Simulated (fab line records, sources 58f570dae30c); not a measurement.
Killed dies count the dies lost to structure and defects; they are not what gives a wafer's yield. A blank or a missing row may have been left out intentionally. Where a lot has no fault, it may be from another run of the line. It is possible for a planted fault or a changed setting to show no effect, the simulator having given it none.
Chamber matching -- flow berkeley cmos170 -- UCB170_V1_ETCH_14 on rie diel-03: 4 sister chambers
The step etches SiO2 in CHF3/CF4/Ar, stops on Al, target depth 1250 nm, time 291 s. 4 wafers are shown with their chamber, then 7 later ones without.

WAFERS PAIRED WITH THEIR CHAMBERS
wafer,chamber,throttle valve pct (%)
L423.6,3,7.03
L430.5,1,6.74
L438.1,0,6.94
L438.2,2,7.02

WAFERS MISSING THEIR CHAMBER
wafer,throttle valve pct (%)
L438.6,6.74
L439.3,7.03
L439.4,6.74
L439.6,7.01
L441.1,7.02
L441.2,6.94
L441.3,7.02

EACH ONE'S CHAMBER
wafer,from the rows above,in truth
L438.6,1,1
L439.3,3,3
L439.4,1,1
L439.6,2,2
L441.1,2,2
L441.2,0,0
L441.3,2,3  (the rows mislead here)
Correct placement for 6 of the 7. Can't be placed from these rows: 0. 1 placed wrongly.
How it was worked out, from the rows above alone: a wafer's distance from a chamber is the root of the sum, over the readings, of the square of ((its reading less the chamber's mean) divided by the reading's scatter). If the next closest chamber is less than 2 further off than the closest, the wafer can't be placed; otherwise it belongs to the closest. For every chamber, the mean is computed from those of its wafers that are shown. The scatter: with one shown wafer a chamber, the root of the mean of the squares of how far each hidden wafer lies from its nearest shown one.
